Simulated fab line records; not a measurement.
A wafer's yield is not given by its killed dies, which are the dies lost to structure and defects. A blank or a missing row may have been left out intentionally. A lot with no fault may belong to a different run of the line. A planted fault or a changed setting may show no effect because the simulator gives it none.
Which tool was responsible? ; flow rit cmos ; 14 lots with 42 wafers sampled at 3 steps, on a route of 202 steps

== WHAT THE GAUGES SHOWED, per wafer ==
RIT_GATE_CD_MEAS_16 targets a cd of 150 nm.
lot;measured;on;cd nm (nm)
L629;day 2 13:36;cd sem-02;148.9 146.9 148.4
L630;day 2 20:12;cd sem-02;149.2 150.8 149.9
L632;day 3 03:44;cd sem-02;153.4 150.1 152.0
L634;day 3 14:03;cd sem-01;149.4 148.5 144.3
L635;day 3 18:23;cd sem-02;148.9 151.2 151.9
L638;day 4 10:23;cd sem-02;150.6 152.0 150.8
L639;day 4 14:44;cd sem-01;150.9 149.3 149.0
L640;day 4 18:58;cd sem-02;151.1 150.4 150.7
L641;day 5 01:01;cd sem-02;146.6 146.6 148.6
L642;day 5 06:15;cd sem-01;148.4 149.3 148.7
L645;day 5 20:48;cd sem-02;148.1 151.4 148.8
L646;day 6 01:30;cd sem-02;147.1 150.8 147.9
L648;day 6 14:31;cd sem-02;- - -
L650;day 7 00:51;cd sem-01;- - -

RIT_GATE_CD_MEAS_90 targets a cd of 150 nm.
lot;measured;on;cd nm (nm)
L629;day 2 14:11;cd sem-02;149.1 146.7 148.3
L630;day 2 20:47;cd sem-02;148.7 150.8 149.6
L632;day 3 04:20;cd sem-02;153.3 150.1 152.1
L634;day 3 14:38;cd sem-01;149.4 148.9 144.2
L635;day 3 18:58;cd sem-02;148.8 151.3 152.1
L638;day 4 10:59;cd sem-01;150.7 151.4 150.9
L639;day 4 15:19;cd sem-01;150.7 148.6 148.8
L640;day 4 19:33;cd sem-01;151.7 150.3 150.4
L641;day 5 01:36;cd sem-02;146.4 147.0 148.6
L642;day 5 06:50;cd sem-01;148.6 149.5 148.8
L645;day 5 21:23;cd sem-01;148.1 151.2 148.7
L646;day 6 02:05;cd sem-01;147.3 150.4 147.9
L648;day 6 15:07;cd sem-01;- - -
L650;day 7 01:26;cd sem-01;- - -

== WHICH TOOL RAN EACH LOT (tool, then ch and the chambers of the sampled wafers, then the start) ==
lot;RIT_GATE_EXPOSE_13
L629;iline stepper-01 ch 0, day 2 13:10
L630;iline stepper-02 ch 0, day 2 19:48
L632;iline stepper-01 ch 0, day 3 03:20
L634;iline stepper-01 ch 0, day 3 13:39
L635;iline stepper-01 ch 0, day 3 17:59
L638;iline stepper-02 ch 0, day 4 09:59
L639;iline stepper-02 ch 0, day 4 14:20
L640;iline stepper-02 ch 0, day 4 18:34
L641;iline stepper-01 ch 0, day 5 00:31
L642;iline stepper-02 ch 0, day 5 05:51
L645;iline stepper-02 ch 0, day 5 20:24
L646;iline stepper-01 ch 0, day 6 01:06
L648;iline stepper-01 ch 0, day 6 14:05
L650;iline stepper-01 ch 0, day 7 00:24
- RIT_GATE_EXPOSE_13: exposes mask M6, target cd 150 nm.

== AS READ BY THE TOOLS THEMSELVES (means over the sampled wafers that have a number; for cases with no such wafer, the mark the record gives instead) ==
The record holds no such reading with a usual standard deviation.

== THE ANSWER, worked out from the rows above alone ==
Rule: the usual values come from the lots themselves. The widest of any qualifying gaps counts: lots, ordered by their means at a reading, are off when they make up no more than a third of the lots, leave a main group of 4 or more, and stand apart from it by 3 or more times the standard deviation of that group's means. If all means in a main group match to the digits the tables above print for the reading, that group is not used. Also off: a lot with no number at a reading for which 4 or more lots have one. All remaining lots with rows at the step are treated as sound. The gauges are gone through in route order, then the tools' own readings, and for those a lot's mean is taken as printed above. At the first step where some lot is off, the reading lying furthest off is the one used; lots without a number count as furthest.
Off: L648, L650, at RIT_GATE_CD_MEAS_16 (cd nm). Without a number there: L648, L650. The main group: mean 149.5 nm, standard deviation 1.4.
If a tool, at a process step before that reading, ran all the lots that are off and no sound lot after the first of them, it fits. Gauges at RIT_GATE_CD_MEAS_16: tried the same way as those tools. One fits: iline stepper-01 at RIT_GATE_EXPOSE_13. Its last sound lot is L646 (day 6 01:06), its first lot that is off L648 (day 6 14:05): a fault that began between those two fits.

== WHAT THE SIMULATOR HAD PUT IN ==
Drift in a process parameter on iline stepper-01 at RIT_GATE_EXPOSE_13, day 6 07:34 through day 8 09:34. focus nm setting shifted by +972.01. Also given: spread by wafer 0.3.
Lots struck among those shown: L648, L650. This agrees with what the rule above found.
